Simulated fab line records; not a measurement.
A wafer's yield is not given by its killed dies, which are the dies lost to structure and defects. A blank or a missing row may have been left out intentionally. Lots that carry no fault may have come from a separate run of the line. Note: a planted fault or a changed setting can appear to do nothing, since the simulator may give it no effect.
Shared-tool check	flow berkeley cmos170	13 lots and 39 wafers in the sample

THE REASON FOR OPENING IT
UCB170_NWELL_TW_MEAS_16, reading NWELL_TW: flagged on 1 of 13 lots. No-fault wafers: 1243, standard deviation 16.
Rule: a lot is flagged in two cases, either no wafer of it has a number, or all its wafers with numbers fall more than 4 standard deviations from that mean. As for the other lots, they are considered sound.

lot	measured	on	NWELL_TW, wafer by wafer	flag
L858	day 2 13:17	film metro-02	1255 1249 1253	
L859	day 3 01:34	film metro-02	1243 1241 1245	
L860	day 3 01:51	film metro-03	1263 1259 1255	
L861	day 3 06:55	film metro-04	30 30 30	FLAGGED
L862	day 3 21:27	film metro-03	1258 1263 1264	
L870	day 5 04:29	film metro-04	1228 1224 1221	
L872	day 5 15:10	film metro-04	1222 1222 1227	
L874	day 6 00:31	film metro-02	1250 1248 1247	
L875	day 6 06:41	film metro-02	1244 1241 1246	
L876	day 6 18:38	film metro-04	1223 1225 1228	
L879	day 6 21:34	film metro-02	1246 1242 1239	
L877	day 6 21:42	film metro-04	1229 1222 1227	
L878	day 6 21:56	film metro-03	1245 1237 1232	
Average over the flagged lots: 30; offset from the usual -1213, equal to -76 standard deviations.

TOOL THAT RAN EACH LOT
The record keeps 1 process step preceding the reading, out of 331 steps on the route. Every cell lists first the tool, next ch and the chambers used by the sampled wafers, and last the start.
lot	flag	UCB170_NWELL_EXPOSE_09
L858		krf scanner-02 ch 0, day 2 12:20
L859		krf scanner-01 ch 0, day 3 00:17
L860		krf scanner-01 ch 0, day 3 00:35
L861	FLAGGED	krf scanner-01 ch 0, day 3 06:09
L862		krf scanner-02 ch 0, day 3 20:33
L870		krf scanner-01 ch 0, day 5 03:04
L872		krf scanner-01 ch 0, day 5 14:02
L874		krf scanner-02 ch 0, day 5 23:45
L875		krf scanner-01 ch 0, day 6 05:53
L876		krf scanner-01 ch 0, day 6 17:36
L879		krf scanner-02 ch 0, day 6 20:47
L877		krf scanner-02 ch 0, day 6 20:56
L878		krf scanner-01 ch 0, day 6 21:09
What these steps do:
- UCB170_NWELL_EXPOSE_09: exposes mask NWELL, target cd 3000 nm.
- UCB170_NWELL_TW_MEAS_16

FLAGGED AGAINST TOTAL, ONE TOOL AT A TIME (gauges that did the reading follow at the end)
step	tool	lots run	flagged	share of the flagged lots	sound lots run after its first flagged lot
UCB170_NWELL_EXPOSE_09	krf scanner-01	8	1	all	5 (L870,L872,L875,L876,L878)
UCB170_NWELL_EXPOSE_09	krf scanner-02	5	0	none	-
UCB170_NWELL_TW_MEAS_16	film metro-02	5	0	none	-
UCB170_NWELL_TW_MEAS_16	film metro-03	3	0	none	-
UCB170_NWELL_TW_MEAS_16	film metro-04	5	1	all	4 (L870,L872,L876,L877)

WHAT THE TABLE ALLOWS
In 2 table rows, all flagged lots were run: krf scanner-01 (UCB170_NWELL_EXPOSE_09), film metro-04 (UCB170_NWELL_TW_MEAS_16).
- krf scanner-01 at UCB170_NWELL_EXPOSE_09: 1 of its 8 lots flagged. Lots that were sound ran on it after the first flagged one (L870, L872, L875, L876, L878); a persistent fault on the entire tool would not allow that.
- film metro-04 at UCB170_NWELL_TW_MEAS_16: 1 of its 5 lots flagged. Lots that were sound ran on it after the first flagged one (L870, L872, L876, L877); a persistent fault on the entire tool would not allow that.
There is no row in the table that ran each flagged lot and no sound lot after the first.

WHAT HAD BEEN PUT IN BY THE SIMULATOR
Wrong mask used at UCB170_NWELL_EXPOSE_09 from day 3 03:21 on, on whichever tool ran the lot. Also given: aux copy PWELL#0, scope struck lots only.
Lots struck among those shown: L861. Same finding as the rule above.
